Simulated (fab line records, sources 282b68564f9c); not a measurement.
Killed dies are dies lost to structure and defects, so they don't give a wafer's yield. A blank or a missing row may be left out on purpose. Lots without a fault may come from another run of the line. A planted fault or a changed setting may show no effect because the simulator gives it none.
A struck lot beside a sound one | flow rit_cmos | 15 steps out of a route of 202
Sound: wafers L725.1, L725.3, L725.4. Struck: wafers L729.2, L729.3, L729.5. The cause comes at the end.
At each step with rows: each side's tool, then ch and its chambers, then its first start. Under that, the readings that differ: sound wafers | struck wafers | difference of the means | sigmas: that difference in standard deviations of wafers without a fault.
alike: readings whose means differ by less than 2 such deviations, and words and numbers that are the same on both sides. not compared: withheld readings, readings that some wafer has no value for, bounds like >300 that may hide the same value, and numbers for which the record gives no deviation and whose values overlap.
The two part at a step that has a row with sigmas, a row that says differs or no value, or rows on one side only. Numbers that don't overlap but have no deviation are shown without sigmas and don't part them. A reading that every wafer of one side lacks parts them only if that side has two wafers or more.

first, 2 steps without rows for these wafers: RIT_PWELL_PEB_04; RIT_PWELL_DEVELOP_05 (develop time 68 s).
RIT_PWELL_OVL_MEAS_06:
  sound on overlay-01, day 2 08:59; struck on overlay-02, day 3 06:07
  alike: PWELL_OVL
then, 2 steps without rows for these wafers: RIT_PWELL_HARDBAKE_07 (time 120 s); RIT_PWELL_IMPLANT_08.
RIT_PWELL_STRIP_09: strips in O2, time 180 s.
  sound on plasma_asher-01 ch 0,1, day 2 09:25; struck on plasma_asher-02 ch 0,1, day 3 06:32
  alike: chamber_pressure_mTorr, drypump_motor_current_A, rf_refl_power_W
  not compared: rf_hours_counter_h
RIT_PWELL_TW_MEAS_10:
  sound on film_metro-01, day 2 09:35; struck on film_metro-02, day 3 06:44
  reading  | sound       | struck      | difference | sigmas
  PWELL_TW | 970 967 969 | 958 958 956 | -11        | -2
then, 1 step without rows for these wafers: RIT_WELLDRIVE_ANNEAL_00 (time 14700 s).
RIT_WELLDRIVE_RS_MEAS_01: measures by four-point-probe.
  sound on film_metro-02, day 2 15:44; struck on film_metro-02, day 3 11:53
  alike: NWELL_RS
RIT_WELLDRIVE_RS_MEAS_02: measures by four-point-probe.
  sound on film_metro-02, day 2 15:52; struck on film_metro-02, day 3 12:00
  reading           | sound             | struck            | difference | sigmas
  PWELL_RS (ohm/sq) | 427.4 428.3 428.7 | 431.4 430.5 430.3 | +2.6       | +2
then, 2 steps without rows for these wafers: RIT_NRETRO_HMDS_00 (prime time 60 s); RIT_NRETRO_COAT_01 (resist thk 1300 nm).
RIT_NRETRO_SOFTBAKE_02: time 60 s.
  sound on litho_track-01 ch 0, day 2 16:17; struck on litho_track-01 ch 0, day 3 12:26
  reading          | sound             | struck            | difference | sigmas
  run_length_s (s) | 89.49 89.22 89.28 | 93.06 92.80 92.88 | +3.58      | +20
then, 1 step without rows for these wafers: RIT_NRETRO_EXPOSE_03 (exposes mask M4, target cd 43900 nm).
RIT_M1_PROBE_99:
  sound on prober-02, day 3 21:20; struck on prober-01, day 4 20:32
  alike: killed_at_contacts, killed_at_front_end, killed_dies, killed_open, killed_short

WHERE THEY PART
First at RIT_PWELL_TW_MEAS_10; last, within this record, at RIT_NRETRO_SOFTBAKE_02. Later steps at which nothing parts them and some readings are alike: RIT_M1_PROBE_99.

WHY: what the simulator had put in
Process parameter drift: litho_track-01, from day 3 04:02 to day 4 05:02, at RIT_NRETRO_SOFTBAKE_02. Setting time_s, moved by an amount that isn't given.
